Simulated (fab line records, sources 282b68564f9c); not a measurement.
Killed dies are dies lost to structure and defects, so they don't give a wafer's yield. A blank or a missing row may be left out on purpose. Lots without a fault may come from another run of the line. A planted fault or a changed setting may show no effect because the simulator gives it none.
A struck lot beside a sound one | flow rit_cmos | 14 steps out of a route of 202
Sound: wafers L824.1, L824.5, L824.6. Struck: wafers L822.1, L822.2, L822.6. The cause comes at the end.
At each step with rows: each side's tool, then ch and its chambers, then its first start. Under that, the readings that differ: sound wafers | struck wafers | difference of the means | sigmas: that difference in standard deviations of wafers without a fault.
alike: readings whose means differ by less than 2 such deviations, and words and numbers that are the same on both sides. not compared: withheld readings, readings that some wafer has no value for, bounds like >300 that may hide the same value, and numbers for which the record gives no deviation and whose values overlap.
The two part at a step that has a row with sigmas, a row that says differs or no value, or rows on one side only. Numbers that don't overlap but have no deviation are shown without sigmas and don't part them. A reading that every wafer of one side lacks parts them only if that side has two wafers or more.

first, 4 steps without rows for these wafers: RIT_PLDD_SOFTBAKE_02 (time 60 s); RIT_PLDD_EXPOSE_03 (exposes mask M8, target cd 40900 nm); RIT_PLDD_PEB_04; RIT_PLDD_DEVELOP_05 (develop time 50 s).
RIT_PLDD_OVL_MEAS_06:
  sound on overlay-01, day 5 22:35; struck on overlay-02, day 5 14:54
  alike: PLDD_OVL
then, 2 steps without rows for these wafers: RIT_PLDD_HARDBAKE_07 (time 60 s); RIT_PLDD_IMPLANT_08.
RIT_PLDD_STRIP_09: strips in O2, time 180 s.
  sound on plasma_asher-01 ch 0,1, day 5 22:56; struck on plasma_asher-03 ch 0,1, day 5 15:14
  alike: drypump_motor_current_A
  not compared: rf_hours_counter_h
RIT_PLDD_TW_MEAS_10:
  sound on film_metro-04, day 5 23:06; struck on film_metro-03, day 5 15:25
  alike: PLDD_TW
then, 3 steps without rows for these wafers: RIT_SPACER_CLEAN_00 (cleans in SC1, time 600 s); RIT_SPACER_CLEAN_01 (cleans in dHF, time 30 s); RIT_SPACER_CLEAN_02 (cleans in SC2, time 600 s).
RIT_SPACER_CVD_03: deposits Si3N4 from SiH2Cl2/NH3, target thk 250 nm, time 3300 s.
  sound on lpcvd-02 ch 0, day 5 23:32; struck on lpcvd-01 ch 0, day 5 15:50
  no value came back on the struck wafers for nh3_flow_sccm (sccm), pressure_mtorr (mTorr); on the sound wafers nh3_flow_sccm (sccm) reads 150.7 149.9 149.9
RIT_SPACER_ETCHBACK_05: etches Si3N4 in SF6/CHF3, stops on SiO2, target depth 250 nm, time 240 s.
  sound on rie_diel-02 ch 1,2, day 6 01:31; struck on rie_diel-03 ch 0,1,2, day 5 17:49
  alike: SF6_flow_sccm, drypump_motor_current_A, oes_product_au, throttle_valve_pct
  not compared: rf_hours_counter_h

WHERE THEY PART
Only at RIT_SPACER_CVD_03, within this record. Later steps at which nothing parts them and some readings are alike: RIT_SPACER_ETCHBACK_05.

WHY: what the simulator had put in
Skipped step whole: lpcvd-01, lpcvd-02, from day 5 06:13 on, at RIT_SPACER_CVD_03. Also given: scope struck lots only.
